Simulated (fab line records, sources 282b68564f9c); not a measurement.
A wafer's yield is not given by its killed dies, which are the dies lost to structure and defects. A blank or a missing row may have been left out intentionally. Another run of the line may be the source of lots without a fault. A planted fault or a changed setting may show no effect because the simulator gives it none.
fab line records    flow rit_cmos
record: lots: 14  wafers: 42  last_day: 7
route steps=202 shown FOX1@21 PWELL@48 PRETRO@70 GATE@95
lots that met no fault: from a run of the same line without faults
start_h: hours from the record's first day to the start of the lot's first wafer shown    wait_h: time in hours since the lot's previous step    " as in the row above    L1.1+2: a single row standing in for several wafers    - no value, or no start was given    * or withheld: withheld    < > ~ a bound
route shown NAME@n: names a module that has steps shown in the file, with the first one's number in the route    usual: mean/standard deviation of fault-free wafers    same: alike in all rows    chamber/n: place in a boat    sites: readings site by site    _std_site: standard deviation across them    _edge_site: outer sites' mean less inner sites'    radius_mm: how far each site lies from the wafer's centre    mask NAME#n: copy n    behind: tool/chamber where the wafer was last shaped    hold: why the lot went on hold/how many hours it stayed there/how the hold came to an end    device: whichever transistor did not switch (one of n, p or np)    end of line: tests run on the same wafers once the route is complete    a step given without rows: its recipe and nothing more    killed: dies lost to structure and defects at the first sort, not the wafer's yield    map: a wafer's dies, x killed, . not, _ none there
set.NAME: the run value of the setting; set.NAME@STEP: its run value at that earlier step    model.NAME: the simulator's own value behind a step, which no gauge read
a sample of lots followed through the steps of the route, with each step as a table and each wafer as a row
services: a tool's chamber out of use, with start hour (start_h, from the record's first day; less than 0 if before it), hours out, and reason
== steps ==
step: RIT_FOX1_THK_MEAS_01
recipe: reads: SiO2_of_FOX1_OXIDATION_00
usual: FOX1_OXIDE_THK: 353/7
lot.wafer  tool           chamber  start_h  wait_h  FOX1_OXIDE_THK[nm]
L678.2     film_metro-03  -        17.31    0.0     352
L678.4     "              -        "        "       352
L678.6     "              -        "        "       355
L680.2     film_metro-04  -        29.45    0.0     343
L680.3     "              -        "        "       341
L680.4     "              -        "        "       350
L681.1     film_metro-03  -        33.40    0.0     352
L681.4     "              -        "        "       351
L681.6     "              -        "        "       355
L682.1     film_metro-04  -        39.19    0.0     363
L682.3     "              -        "        "       358
L682.5     "              -        "        "       361
L683.2     film_metro-03  -        43.90    0.0     356
L683.3     "              -        "        "       355
L683.4     "              -        "        "       352
L685.3     film_metro-02  -        53.23    0.0     342
L685.5     "              -        "        "       344
L685.6     "              -        "        "       345
L686.3     film_metro-03  -        57.57    0.0     346
L686.4     "              -        "        "       340
L686.6     "              -        "        "       346
L689.1     film_metro-02  -        73.37    0.0     347
L689.2     "              -        "        "       357
L689.6     "              -        "        "       351
L690.1     film_metro-04  -        78.37    0.0     353
L690.2     "              -        "        "       352
L690.6     "              -        "        "       352
L693.2     film_metro-03  -        92.77    0.0     345
L693.4     "              -        "        "       344
L693.5     "              -        "        "       341
L694.1     film_metro-04  -        97.67    0.0     357
L694.2     "              -        "        "       349
L694.4     "              -        "        "       350
L695.1     film_metro-04  -        104.75   0.0     347
L695.3     "              -        "        "       355
L695.4     "              -        "        "       355
L699.1     film_metro-04  -        123.48   0.0     357
L699.5     "              -        "        "       360
L699.6     "              -        "        "       356
L701.1     film_metro-03  -        133.50   0.0     355
L701.5     "              -        "        "       349
L701.6     "              -        "        "       355
step: RIT_PWELL_STRIP_09
recipe: chemistry: O2  time_s: 180  resist: NOVOLAK  platen_temp_c: withheld  power_w: 500  pressure_mtorr: 4000  o2_flow_sccm: 4000
usual: drypump_motor_current_A: 5.8/0.78
same: time_s: 180
lot.wafer  tool             chamber  start_h  wait_h  drypump_motor_current_A  rf_hours_counter_h
L678.2     plasma_asher-02  0        22.96    0.1     4.6                      38
L678.4     "                0        "        "       4.6                      -
L678.6     "                0        "        "       4.6                      -
L680.2     plasma_asher-02  0        35.83    0.1     4.6                      39
L680.3     "                0        "        "       4.6                      -
L680.4     "                1        "        "       6.4                      -
L681.1     plasma_asher-01  1        39.83    0.1     6.0                      39
L681.4     "                1        "        "       6.0                      -
L681.6     "                0        "        "       6.6                      -
L682.1     plasma_asher-01  0        44.61    0.1     6.6                      39
L682.3     "                1        "        "       6.0                      -
L682.5     "                0        "        "       6.6                      -
L683.2     plasma_asher-03  0        49.82    0.1     6.2                      24
L683.3     "                0        "        "       6.2                      -
L683.4     "                1        "        "       5.1                      -
L685.3     plasma_asher-02  1        58.96    0.1     6.4                      -
L685.5     "                1        "        "       6.4                      -
L685.6     "                0        "        "       4.6                      -
L686.3     plasma_asher-02  1        63.37    0.1     6.4                      -
L686.4     "                0        "        "       4.6                      -
L686.6     "                1        "        "       6.4                      -
L689.1     plasma_asher-02  0        78.97    0.1     4.6                      44
L689.2     "                1        "        "       6.4                      44
L689.6     "                0        "        "       4.6                      -
L690.1     plasma_asher-03  1        83.86    0.1     5.1                      28
L690.2     "                0        "        "       6.1                      28
L690.6     "                1        "        "       5.1                      -
L693.2     plasma_asher-02  1        98.18    0.1     6.4                      46
L693.4     "                1        "        "       6.4                      -
L693.5     "                0        "        "       4.6                      -
L694.1     plasma_asher-01  1        104.88   0.1     6.1                      46
L694.2     "                0        "        "       6.6                      46
L694.4     "                1        "        "       6.0                      -
L695.1     plasma_asher-03  0        110.35   0.1     6.1                      31
L695.3     "                1        "        "       5.1                      -
L695.4     "                0        "        "       6.2                      -
L699.1     plasma_asher-01  1        128.98   0.1     6.1                      49
L699.5     "                0        "        "       6.6                      -
L699.6     "                1        "        "       6.1                      -
L701.1     plasma_asher-02  0        139.92   0.1     4.6                      2
L701.5     "                0        "        "       4.6                      -
L701.6     "                1        "        "       6.4                      -
step: RIT_PRETRO_OVL_MEAS_06
usual: PRETRO_OVL: 0.3/1
lot.wafer  tool        chamber  start_h  wait_h  PRETRO_OVL[nm]
L678.2     overlay-02  -        31.38    -       -0.1
L678.4     "           -        "        "       0.4
L678.6     "           -        "        "       0.2
L680.2     overlay-02  -        45.47    -       -0.3
L680.3     "           -        "        "       0.0
L680.4     "           -        "        "       0.5
L681.1     overlay-02  -        48.95    -       -0.1
L681.4     "           -        "        "       0.4
L681.6     "           -        "        "       1.4
L682.1     overlay-02  -        53.62    -       -1.1
L682.3     "           -        "        "       -0.7
L682.5     "           -        "        "       0.6
L683.2     overlay-02  -        57.98    -       1.2
L683.3     "           -        "        "       0.3
L683.4     "           -        "        "       1.5
L685.3     overlay-02  -        67.49    -       1.6
L685.5     "           -        "        "       1.9
L685.6     "           -        "        "       0.1
L686.3     overlay-02  -        71.31    -       -0.4
L686.4     "           -        "        "       -2.3
L686.6     "           -        "        "       -0.6
L689.1     overlay-02  -        87.76    -       0.8
L689.2     "           -        "        "       1.6
L689.6     "           -        "        "       0.7
L690.1     overlay-02  -        92.68    -       -0.7
L690.2     "           -        "        "       -0.1
L690.6     "           -        "        "       -0.5
L693.2     overlay-01  -        108.11   -       2.8
L693.4     "           -        "        "       3.5
L693.5     "           -        "        "       2.7
L694.1     overlay-02  -        113.06   -       1.1
L694.2     "           -        "        "       0.8
L694.4     "           -        "        "       -0.5
L695.1     overlay-01  -        119.97   -       -0.1
L695.3     "           -        "        "       -0.5
L695.4     "           -        "        "       -0.3
L699.1     overlay-01  -        137.92   -       1.0
L699.5     "           -        "        "       0.1
L699.6     "           -        "        "       -0.2
L701.1     overlay-02  -        149.48   -       0.7
L701.5     "           -        "        "       0.2
L701.6     "           -        "        "       2.3
step: RIT_GATE_ETCH_19
recipe: chemistry: SF6/CHF3/O2  time_s: 165  SF6_flow_sccm: 30  CHF3_flow_sccm: 30  O2_flow_sccm: 5  target: poly-Si  pressure_mtorr: 40  rf_w: 160  target_depth_a: 3125  over_etch_frac: 0.25  stop_on: SiO2
usual: drypump_motor_current_A: 5.5/0.44  oes_product_au: 0.847/0.014  over_etch_frac: 0.25/0  throttle_valve_pct: 10.15/0.14
same: time_s: 165
lot.wafer  tool       chamber  start_h  wait_h  drypump_motor_current_A  oes_product_au  over_etch_frac  rf_hours_counter_h  throttle_valve_pct
L678.2     rie_si-02  3        39.04    0.1     5.2                      0.861           0.25            58                  10.17
L678.4     "          0        "        "       5.9                      0.828           0.25            91                  10.11
L678.6     "          2        "        "       5.9                      0.848           0.25            -                   10.07
L680.2     rie_si-02  1        50.84    0.1     5.6                      0.846           0.25            66                  10.24
L680.3     "          3        "        "       5.2                      0.867           0.25            58                  10.16
L680.4     "          2        "        "       5.9                      0.851           0.25            2                   10.06
L681.1     rie_si-01  1        56.40    0.1     4.8                      0.851           0.25            125                 10.43
L681.4     "          2        "        "       6.2                      0.842           0.25            136                 10.17
L681.6     "          2        "        "       6.2                      0.834           0.25            -                   10.18
L682.1     rie_si-02  0        59.13    0.1     6.0                      0.836           0.25            91                  10.09
L682.3     "          1        "        "       5.6                      0.839           0.25            66                  10.24
L682.5     "          0        "        "       6.0                      0.827           0.25            -                   10.11
L683.2     rie_si-01  2        65.59    0.1     6.2                      0.848           0.25            136                 10.16
L683.3     "          3        "        "       5.4                      0.870           0.25            152                 9.97
L683.4     "          0        "        "       5.2                      0.850           0.25            36                  10.02
L685.3     rie_si-01  1        73.00    0.1     4.8                      0.838           0.25            125                 10.44
L685.5     "          0        "        "       5.2                      0.830           0.25            -                   10.04
L685.6     "          3        "        "       5.4                      0.863           0.25            -                   9.96
L686.3     rie_si-02  0        78.53    0.1     5.9                      0.828           0.25            91                  10.10
L686.4     "          1        "        "       5.5                      0.835           0.25            66                  10.27
L686.6     "          3        "        "       5.2                      0.875           0.25            -                   10.16
L689.1     rie_si-01  1        96.74    0.1     4.8                      0.861           0.25            125                 10.42
L689.2     "          2        "        "       6.2                      0.844           0.25            136                 10.17
L689.6     "          2        "        "       6.2                      0.848           0.25            -                   10.18
L690.1     rie_si-02  2        98.05    0.1     5.9                      0.839           0.25            3                   10.06
L690.2     "          0        "        "       6.0                      0.820           0.25            91                  10.09
L690.6     "          1        "        "       5.6                      0.837           0.25            -                   10.26
L693.2     rie_si-01  0        114.99   0.1     5.2                      0.834           0.25            36                  10.05
L693.4     "          2        "        "       6.2                      0.837           0.25            -                   10.16
L693.5     "          0        "        "       5.2                      0.821           0.25            -                   10.03
L694.1     rie_si-02  0        118.59   0.1     6.0                      0.814           0.25            92                  10.10
L694.2     "          1        "        "       5.5                      0.828           0.25            66                  10.26
L694.4     "          2        "        "       5.9                      0.837           0.25            3                   10.06
L695.1     rie_si-01  2        128.43   0.1     6.2                      0.841           0.25            136                 10.18
L695.3     "          0        "        "       5.2                      0.831           0.25            37                  10.04
L695.4     "          1        "        "       4.8                      0.844           0.25            126                 10.43
L699.1     rie_si-01  0        145.97   0.1     5.2                      0.946           0.05            37                  10.03
L699.5     "          1        "        "       4.8                      0.959           0.05            -                   10.43
L699.6     "          2        "        "       6.3                      0.954           0.05            -                   10.17
L701.1     rie_si-01  2        157.84   0.1     6.2                      0.956           0.05            136                 10.18
L701.5     "          3        "        "       5.4                      0.957           0.05            -                   9.95
L701.6     "          0        "        "       5.2                      0.971           0.05            -                   10.04
== services ==
tool             chamber  start_h  hours  kind
rie_si-01        2        15.81    24.4   repair
rie_si-01        0        41.28    4.1    repair
rie_si-02        0        45.85    2.5    repair
rie_si-01        3        102.13   -      clean
rie_si-01        3        102.13   14.0   scheduled_down
rie_si-01        3        102.13   14.0   vent_cycle
plasma_asher-02  -        108.75   9.0    pm
plasma_asher-02  0        108.75   9.0    vent_cycle
plasma_asher-02  1        108.75   9.0    vent_cycle
plasma_asher-03  -        111.20   2.5    repair
plasma_asher-02  0        117.75   -      clean
plasma_asher-02  1        117.75   -      clean
== key ==
first_sign: step: RIT_GATE_ETCH_19  reading: over_etch_frac  direction: down  sigmas: 99+  usual: 0.25  struck: 0.05
effect: step: RIT_GATE_ETCH_19  reading: oes_product_au  direction: up  sigmas: 7.8  usual: 0.847  struck: 0.957
met_at RIT_GATE_ETCH_19
struck_lots L699,L701
sort_left_out L699.1,L699.5,L699.6,L701.1,L701.5,L701.6
tester_left_out L699,L701
not_acting_at RIT_FOX1_THK_MEAS_01,RIT_PWELL_STRIP_09,RIT_PRETRO_OVL_MEAS_06
onset_between 128.43 145.97
fault: kind: process_parameter_drift  tool: rie_si-01  chamber: -  onset_h: 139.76  steps: RIT_GATE_ETCH_19  channel: over_etch_frac  offset: -0.2  shape: step  end_h: 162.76  stated: 0.25
tester_left_out: of these lots the tester's yield and bins aren't shown, on N5 and GAA mostly nor the transistor test; their killed dies are dies lost to structure and defects alone, not to doping, threshold or leakage, so they don't give the yield
sort_left_out: the simulated sort isn't trusted on such a fault, so these wafers' sort isn't shown, and their yield isn't known
